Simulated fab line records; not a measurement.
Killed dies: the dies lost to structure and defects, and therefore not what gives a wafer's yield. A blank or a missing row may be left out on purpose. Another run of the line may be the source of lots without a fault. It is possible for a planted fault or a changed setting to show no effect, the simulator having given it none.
fab line records	flow rit_cmos
[record] lots = 13	wafers = 39	last_day = 7
route steps=202 shown FOX1@21 NLDD@106 PLDD@124 SILICIDE@163
lots with no fault: from the same line, run without faults
start_h: hours from the record's opening day to when the first of the lot's shown wafers began	wait_h: how many hours have passed since the lot's step before this one	" same as the row above	L1.1+2: several wafers, shown together as one row	- either no value or no given start	* or withheld: withheld	< > ~ a bound
route shown NAME@n: a module of which the file shows steps, and the number in the route of the first	usual: average and standard deviation across the fault-free wafers	same: alike in all rows	chamber/n: place in a boat	sites: each site's reading	_std_site: how widely they spread, as a standard deviation	_edge_site: the outer-site mean with the inner-site mean subtracted	radius_mm: how far each site lies from the wafer's centre	mask NAME#n: copy n	behind: the most recent tool/chamber to have shaped the wafer	hold: what put the lot on hold/how long, in hours/how the hold closed	device: transistor that didn't switch, given as n, p or np	end of line: the tests these same wafers got at the end of their route	a step given without rows: its recipe and nothing more	killed: at the first sort, the dies lost to defects and structure; wafer yield is something else	map: a wafer's dies, x killed, . not, _ none there
set.NAME: setting as actually run; set.NAME@STEP: the setting as run at that earlier step	model.NAME: the simulator's own value behind a step, which no gauge read
one table for each step of the route and one row for each wafer, over a sample of lots
services: from which hour (start_h, from the record's first day; less than 0 if before it) a tool's chamber was out of use, for how many hours, and why
[[steps]]
[step RIT_FOX1_THK_MEAS_01]
[recipe] reads = SiO2_of_FOX1_OXIDATION_00
[usual] FOX1_OXIDE_THK = 348/8
lot.wafer	tool	chamber	start_h	wait_h	FOX1_OXIDE_THK[nm]
L255.3	film_metro-04	-	17.22	0.0	357
L255.4	"	-	"	"	356
L255.5	"	-	"	"	356
L257.3	film_metro-02	-	27.05	0.0	339
L257.5	"	-	"	"	342
L257.6	"	-	"	"	344
L258.2	film_metro-02	-	32.55	0.0	341
L258.3	"	-	"	"	342
L258.5	"	-	"	"	348
L259.1	film_metro-04	-	36.98	0.0	348
L259.2	"	-	"	"	354
L259.6	"	-	"	"	354
L264.3	film_metro-04	-	62.02	0.0	357
L264.4	"	-	"	"	361
L264.5	"	-	"	"	351
L266.2	film_metro-03	-	73.38	0.0	351
L266.5	"	-	"	"	348
L266.6	"	-	"	"	346
L269.3	film_metro-03	-	86.98	0.0	349
L269.4	"	-	"	"	351
L269.5	"	-	"	"	349
L271.2	film_metro-02	-	97.58	0.0	337
L271.3	"	-	"	"	338
L271.4	"	-	"	"	335
L272.1	film_metro-04	-	102.09	0.0	353
L272.3	"	-	"	"	349
L272.5	"	-	"	"	353
L274.1	film_metro-04	-	112.23	0.0	354
L274.2	"	-	"	"	349
L274.4	"	-	"	"	357
L275.1	film_metro-03	-	117.88	0.0	331
L275.3	"	-	"	"	332
L275.5	"	-	"	"	334
L277.4	film_metro-04	-	126.86	0.0	349
L277.5	"	-	"	"	352
L277.6	"	-	"	"	355
L278.2	film_metro-02	-	132.43	0.0	340
L278.4	"	-	"	"	345
L278.5	"	-	"	"	341
[step RIT_NLDD_EXPOSE_03]
[recipe] mask_id = M7	na = 0.57	target_cd_nm = 40700	dose_mj = 250
lot.wafer	tool	chamber	start_h	wait_h	mask
L255.3+4+5	iline_stepper-02	0	41.70	0.2	M7#0
L257.3+5+6	iline_stepper-01	0	55.40	0.1	M7#0
L258.2+3+5	iline_stepper-02	0	59.41	0.2	M7#0
L259.1+2+6	iline_stepper-02	0	62.01	0.1	M8#0
L264.3+4+5	iline_stepper-01	0	85.51	0.2	M7#0
L266.2+5+6	iline_stepper-02	0	96.91	0.2	M7#0
L269.3+4+5	iline_stepper-02	0	110.51	0.2	M7#0
L271.2+3+4	iline_stepper-01	0	124.77	0.1	M7#0
L272.1+3+5	iline_stepper-01	0	126.43	0.1	M7#0
L274.1+2+4	iline_stepper-02	0	136.98	0.2	M7#0
L275.1+3+5	iline_stepper-02	0	143.34	0.1	M7#0
L277.4+5+6	iline_stepper-01	0	151.06	0.1	M7#0
L278.2+4+5	iline_stepper-01	0	155.49	0.1	M7#0
[step RIT_NLDD_OVL_MEAS_06]
[usual] NLDD_OVL = -0.5/1.4
lot.wafer	tool	chamber	start_h	wait_h	NLDD_OVL[nm]
L255.3	overlay-02	-	42.07	-	0.8
L255.4	"	-	"	"	-0.4
L255.5	"	-	"	"	-0.1
L257.3	overlay-02	-	55.78	-	-1.9
L257.5	"	-	"	"	-2.6
L257.6	"	-	"	"	-2.8
L258.2	overlay-02	-	59.80	-	-1.9
L258.3	"	-	"	"	-1.6
L258.5	"	-	"	"	-4.3
L259.1	overlay-01	-	62.50	-	-
L259.2	"	-	"	"	-
L259.6	"	-	"	"	-
L264.3	overlay-02	-	85.89	-	-0.6
L264.4	"	-	"	"	0.5
L264.5	"	-	"	"	-2.2
L266.2	overlay-01	-	97.29	-	-0.4
L266.5	"	-	"	"	-0.6
L266.6	"	-	"	"	-0.6
L269.3	overlay-01	-	110.89	-	0.9
L269.4	"	-	"	"	1.3
L269.5	"	-	"	"	2.6
L271.2	overlay-01	-	125.15	-	-0.5
L271.3	"	-	"	"	-1.1
L271.4	"	-	"	"	-0.8
L272.1	overlay-01	-	126.83	-	-1.6
L272.3	"	-	"	"	-0.5
L272.5	"	-	"	"	0.1
L274.1	overlay-02	-	137.38	-	1.2
L274.2	"	-	"	"	1.0
L274.4	"	-	"	"	2.2
L275.1	overlay-01	-	143.74	-	-0.1
L275.3	"	-	"	"	0.2
L275.5	"	-	"	"	-2.0
L277.4	overlay-01	-	151.51	-	1.9
L277.5	"	-	"	"	-1.1
L277.6	"	-	"	"	-2.2
L278.2	overlay-02	-	155.88	-	0.3
L278.4	"	-	"	"	0.5
L278.5	"	-	"	"	1.2
[step RIT_NLDD_TW_MEAS_10]
[usual] NLDD_TW = 2484/22
lot.wafer	tool	chamber	start_h	wait_h	NLDD_TW
L255.3	film_metro-02	-	42.59	0.1	2476
L255.4	"	-	"	"	2481
L255.5	"	-	"	"	2467
L257.3	film_metro-03	-	56.29	0.1	2470
L257.5	"	-	"	"	2463
L257.6	"	-	"	"	2472
L258.2	film_metro-03	-	60.31	0.1	2461
L258.3	"	-	"	"	2452
L258.5	"	-	"	"	2464
L259.1	film_metro-03	-	63.01	0.1	30
L259.2	"	-	"	"	30
L259.6	"	-	"	"	30
L264.3	film_metro-03	-	86.41	0.1	2478
L264.4	"	-	"	"	2486
L264.5	"	-	"	"	2471
L266.2	film_metro-03	-	97.81	0.1	2462
L266.5	"	-	"	"	2475
L266.6	"	-	"	"	2467
L269.3	film_metro-02	-	111.41	0.1	2461
L269.4	"	-	"	"	2457
L269.5	"	-	"	"	2483
L271.2	film_metro-01	-	125.72	0.1	2503
L271.3	"	-	"	"	2502
L271.4	"	-	"	"	2499
L272.1	film_metro-01	-	127.34	0.1	2513
L272.3	"	-	"	"	2504
L272.5	"	-	"	"	2503
L274.1	film_metro-02	-	137.89	0.1	2492
L274.2	"	-	"	"	2483
L274.4	"	-	"	"	2483
L275.1	film_metro-01	-	144.45	0.1	2515
L275.3	"	-	"	"	2513
L275.5	"	-	"	"	2519
L277.4	film_metro-01	-	152.03	0.1	2515
L277.5	"	-	"	"	2512
L277.6	"	-	"	"	2515
L278.2	film_metro-03	-	156.42	0.1	2460
L278.4	"	-	"	"	2448
L278.5	"	-	"	"	2454
[step RIT_PLDD_TW_MEAS_10]
[usual] PLDD_TW = 2336/15
lot.wafer	tool	chamber	start_h	wait_h	PLDD_TW
L255.3	film_metro-02	-	44.09	0.1	2335
L255.4	"	-	"	"	2335
L255.5	"	-	"	"	2346
L257.3	film_metro-03	-	57.72	0.1	2336
L257.5	"	-	"	"	2335
L257.6	"	-	"	"	2322
L258.2	film_metro-03	-	62.02	0.1	2322
L258.3	"	-	"	"	2323
L258.5	"	-	"	"	2324
L259.1	film_metro-03	-	64.43	0.1	2841
L259.2	"	-	"	"	2845
L259.6	"	-	"	"	2838
L264.3	film_metro-03	-	88.11	0.1	2328
L264.4	"	-	"	"	2320
L264.5	"	-	"	"	2332
L266.2	film_metro-02	-	99.33	0.1	2315
L266.5	"	-	"	"	2319
L266.6	"	-	"	"	2314
L269.3	film_metro-02	-	112.83	0.1	2328
L269.4	"	-	"	"	2334
L269.5	"	-	"	"	2336
L271.2	film_metro-02	-	127.26	0.1	2340
L271.3	"	-	"	"	2328
L271.4	"	-	"	"	2343
L272.1	film_metro-03	-	128.89	0.1	2326
L272.3	"	-	"	"	2324
L272.5	"	-	"	"	2328
L274.1	film_metro-02	-	139.31	0.1	2345
L274.2	"	-	"	"	2351
L274.4	"	-	"	"	2326
L275.1	film_metro-02	-	145.87	0.1	2336
L275.3	"	-	"	"	2334
L275.5	"	-	"	"	2350
L277.4	film_metro-02	-	153.58	0.1	2339
L277.5	"	-	"	"	2351
L277.6	"	-	"	"	2345
L278.2	film_metro-01	-	158.00	0.1	2372
L278.4	"	-	"	"	2354
L278.5	"	-	"	"	2346
[step RIT_SILICIDE_RS_MEAS_02]
[recipe] thk_meas_gauge = four-point-probe	reads = Ti_of_SILICIDE_SPUTTER_01
[usual] SILICIDE_TI_RS = 47.8/0.67
lot.wafer	tool	chamber	start_h	wait_h	SILICIDE_TI_RS[ohm/sq]
L255.3	film_metro-04	-	50.97	0.1	46.1
L255.4	"	-	"	"	47.0
L255.5	"	-	"	"	47.1
L257.3	film_metro-04	-	64.36	0.1	48.0
L257.5	"	-	"	"	47.9
L257.6	"	-	"	"	47.9
L258.2	film_metro-04	-	68.90	0.1	48.9
L258.3	"	-	"	"	48.4
L258.5	"	-	"	"	48.9
L259.1	film_metro-04	-	70.91	0.1	48.3
L259.2	"	-	"	"	47.8
L259.6	"	-	"	"	48.7
L264.3	film_metro-04	-	94.64	0.1	46.4
L264.4	"	-	"	"	47.5
L264.5	"	-	"	"	46.4
L266.2	film_metro-01	-	106.06	0.1	48.2
L266.5	"	-	"	"	47.8
L266.6	"	-	"	"	48.1
L269.3	film_metro-01	-	119.33	0.1	48.4
L269.4	"	-	"	"	48.7
L269.5	"	-	"	"	48.4
L271.2	film_metro-04	-	134.46	0.1	47.8
L271.3	"	-	"	"	47.5
L271.4	"	-	"	"	47.3
L272.1	film_metro-04	-	135.77	0.1	48.1
L272.3	"	-	"	"	47.3
L272.5	"	-	"	"	47.2
L274.1	film_metro-01	-	146.29	0.1	47.6
L274.2	"	-	"	"	48.1
L274.4	"	-	"	"	48.6
L275.1	film_metro-04	-	152.70	0.1	47.5
L275.3	"	-	"	"	48.1
L275.5	"	-	"	"	48.3
L277.4	film_metro-01	-	160.58	0.1	49.3
L277.5	"	-	"	"	49.3
L277.6	"	-	"	"	49.0
L278.2	film_metro-04	-	164.67	0.1	47.2
L278.4	"	-	"	"	47.7
L278.5	"	-	"	"	47.7
[step RIT_SILICIDE_RTA_04]
[recipe] temp_c = 650	time_s = 10	idle_temp_c = 25	ramp_up_s = 5	ramp_down_s = 5	cool_to_c = 25	ambient = N2
[usual] wafer_temp_C_max = 654.2/1
lot.wafer	tool	chamber	start_h	wait_h	wafer_temp_C_max
L255.3	rtp_anneal-01	0	51.13	0.1	654.1
L255.4	"	0	"	"	653.7
L255.5	"	0	"	"	653.1
L257.3	rtp_anneal-01	0	64.52	0.1	653.1
L257.5	"	0	"	"	653.9
L257.6	"	0	"	"	653.9
L258.2	rtp_anneal-02	0	69.08	0.1	654.5
L258.3	"	0	"	"	654.0
L258.5	"	0	"	"	654.3
L259.1	rtp_anneal-01	0	71.09	0.1	652.6
L259.2	"	0	"	"	654.7
L259.6	"	0	"	"	653.4
L264.3	rtp_anneal-02	0	94.80	0.1	654.2
L264.4	"	0	"	"	654.5
L264.5	"	0	"	"	656.8
L266.2	rtp_anneal-02	0	106.23	0.1	654.9
L266.5	"	0	"	"	654.6
L266.6	"	0	"	"	655.3
L269.3	rtp_anneal-02	0	119.49	0.1	656.0
L269.4	"	0	"	"	653.4
L269.5	"	0	"	"	654.5
L271.2	rtp_anneal-02	0	134.64	0.1	654.8
L271.3	"	0	"	"	655.9
L271.4	"	0	"	"	654.5
L272.1	rtp_anneal-01	0	135.95	0.1	653.3
L272.3	"	0	"	"	653.3
L272.5	"	0	"	"	653.6
L274.1	rtp_anneal-01	0	146.47	0.1	653.6
L274.2	"	0	"	"	654.1
L274.4	"	0	"	"	653.3
L275.1	rtp_anneal-02	0	152.88	0.1	654.0
L275.3	"	0	"	"	656.9
L275.5	"	0	"	"	655.2
L277.4	rtp_anneal-02	0	160.73	0.1	653.9
L277.5	"	0	"	"	655.3
L277.6	"	0	"	"	654.5
L278.2	rtp_anneal-01	0	164.84	0.1	653.5
L278.4	"	0	"	"	653.3
L278.5	"	0	"	"	652.9
[[services]]
tool	chamber	start_h	hours	kind
iline_stepper-01	0	31.69	-	calibration
iline_stepper-01	-	96.65	3.8	repair
rtp_anneal-02	-	107.59	4.7	pm
iline_stepper-01	-	146.52	1.7	pm
[[key]]
[first_sign] step = RIT_NLDD_EXPOSE_03	reading = mask	direction = changed
[effect] step = RIT_NLDD_OVL_MEAS_06	reading = NLDD_OVL	direction = missing
[effect] step = RIT_NLDD_TW_MEAS_10	reading = NLDD_TW	direction = down	sigmas = 99+	usual = 2484	struck = 30
[effect] step = RIT_PLDD_TW_MEAS_10	reading = PLDD_TW	direction = up	sigmas = 35	usual = 2336	struck = 2841
met_at RIT_NLDD_EXPOSE_03
struck_lots L259
sort_left_out L259.1,L259.2,L259.6
tester_left_out L259
not_acting_at RIT_FOX1_THK_MEAS_01,RIT_SILICIDE_RS_MEAS_02,RIT_SILICIDE_RTA_04
onset_between 59.41 62.01
[fault] kind = wrong_mask	tool = any	chamber = -	onset_h = 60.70	steps = RIT_NLDD_EXPOSE_03	aux_copy = M8#0	scope = struck_lots_only
// tester_left_out: of these lots the tester's yield and bins aren't shown, on N5 and GAA mostly nor the transistor test; their killed dies are dies lost to structure and defects alone, not to doping, threshold or leakage, so they don't give the yield
// sort_left_out: the simulated sort isn't trusted on such a fault, so these wafers' sort isn't shown, and their yield isn't known
